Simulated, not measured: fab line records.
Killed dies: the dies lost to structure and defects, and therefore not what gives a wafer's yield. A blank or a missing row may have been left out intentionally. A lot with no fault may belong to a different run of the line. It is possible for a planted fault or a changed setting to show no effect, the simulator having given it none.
The tool behind it: which one? | flow berkeley_cmos170 | Sampling: 14 lots, 42 wafers, 2 of 331 route steps

WHAT THE GAUGES READ, wafer by wafer
UCB170_GATE_CD_MEAS_12 targets a cd of 350 nm. Usual: 349.8 nm for cd_nm, sd 1.3.
lot  | measured     | on        | cd_nm (nm)                          | flag
L449 | day 6 00:23  | cd_sem-01 | 348.5 348.6 348.8                   |
L450 | day 6 11:07  | cd_sem-02 | 346.9 347.8 347.1                   |
L452 | day 7 05:12  | cd_sem-02 | 350.8 351.2 350.2                   |
L453 | day 7 05:28  | cd_sem-02 | 349.9 350.5 349.4                   |
L454 | day 7 15:47  | cd_sem-02 | 349.7 350.4 350.2                   |
L456 | day 7 23:40  | cd_sem-01 | 349.6 349.3 350.5                   |
L455 | day 8 04:26  | cd_sem-02 | 350.3 350.9 350.0                   |
L457 | day 8 04:44  | cd_sem-02 | 350.6 351.4 350.5                   |
L459 | day 8 13:11  | cd_sem-02 | 347.9 348.8 349.9                   |
L467 | day 9 19:01  | cd_sem-02 | 298.7 298.2 298.1 299.2 298.2 297.8 | OFF
L465 | day 9 19:16  | cd_sem-02 | 297.3 297.7 297.3 297.2 297.7 297.3 | OFF
L470 | day 10 11:48 | cd_sem-01 | 351.3 350.3 350.8                   |
L469 | day 10 12:10 | cd_sem-01 | 348.6 350.2 349.7                   |
L471 | day 11 09:19 | cd_sem-01 | 352.0 351.9 350.4                   |

TOOL THAT RAN EACH LOT (tool first, then ch and the chambers of the sampled wafers, then the start)
lot  | UCB170_GATE_PEB_10
L449 | litho_track-02 ch 0, day 6 00:07
L450 | litho_track-04 ch 0, day 6 10:50
L452 | litho_track-02 ch 0, day 7 04:53
L453 | litho_track-02 ch 0, day 7 05:11
L454 | litho_track-02 ch 0, day 7 15:30
L456 | litho_track-02 ch 0, day 7 23:24
L455 | litho_track-04 ch 0, day 8 04:10
L457 | litho_track-02 ch 0, day 8 04:29
L459 | litho_track-04 ch 0, day 8 12:55
L467 | litho_track-02 ch 0, day 9 18:45
L465 | litho_track-02 ch 0, day 9 19:00
L470 | litho_track-03 ch 0, day 10 11:32
L469 | litho_track-04 ch 0, day 10 11:54
L471 | litho_track-03 ch 0, day 11 08:40
- UCB170_GATE_PEB_10

WHAT THE TOOLS THEMSELVES READ (means of the sampled wafers that have a number; where no wafer has one, the mark that the record gives instead)
UCB170_GATE_PEB_10. Usual: heater_power_total_W 56.81 W, standard deviation 0.04; plate_temp_C 130.03 C, standard deviation 0.13.
lot  | tool           | heater_power_total_W (W) | plate_temp_C (C) | flag
L449 | litho_track-02 | 56.83                    | 130.13           |
L450 | litho_track-04 | 56.82                    | 129.96           |
L452 | litho_track-02 | 56.80                    | 130.15           |
L453 | litho_track-02 | 56.81                    | 130.01           |
L454 | litho_track-02 | 56.82                    | 130.02           |
L456 | litho_track-02 | 56.83                    | 129.83           |
L455 | litho_track-04 | 56.81                    | 129.93           |
L457 | litho_track-02 | 56.83                    | 130.12           |
L459 | litho_track-04 | 56.83                    | 130.18           |
L467 | litho_track-02 | 64.82                    | 143.85           | OFF
L465 | litho_track-02 | 64.81                    | 143.88           | OFF
L470 | litho_track-03 | 56.77                    | 129.97           |
L469 | litho_track-04 | 56.81                    | 129.93           |
L471 | litho_track-03 | 56.83                    | 130.15           |

THE ANSWER, worked out from the rows above alone
Rule: a lot is off if the mean of its wafers that have a number lies more than 3 standard deviations from the usual mean. Also off: a lot with no number at a reading for which 4 or more lots have one. Where the step has rows for the other lots, those lots are counted as sound. Order of review: gauges by route order, followed by the tools' own readings, for which a lot's mean as printed above is used. At the first step where some lot is off, the reading lying furthest off is the one used; lots without a number count as furthest.
Off, at UCB170_GATE_CD_MEAS_12 on cd_nm: L467, L465.
If a tool, at a process step before that reading, ran all the lots that are off and no sound lot after the first of them, it fits. The gauges at UCB170_GATE_CD_MEAS_12 aren't tried: what is off there is off at UCB170_GATE_PEB_10 too, on other tools, and a gauge's error can't cause that. One candidate fits, namely litho_track-02 at UCB170_GATE_PEB_10. Its last sound lot is L457 (day 8 04:29), its first lot that is off L467 (day 9 18:45): a fault that began between those two fits.
The tool's own readings at UCB170_GATE_PEB_10 bear it out: on the lots that are off they differ by more than 5 times the standard deviation of the sound lots' means. heater_power_total_W reads 64.81 W there against 56.82 W on the sound lots; plate_temp_C reads 143.87 C there against 130.03 C on the sound lots.

WHAT WAS PUT IN BY THE SIMULATOR
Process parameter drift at UCB170_GATE_PEB_10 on litho_track-02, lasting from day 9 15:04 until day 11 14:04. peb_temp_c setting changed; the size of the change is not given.
Shown lots that were struck: L467, L465. The rule above reached the same finding.
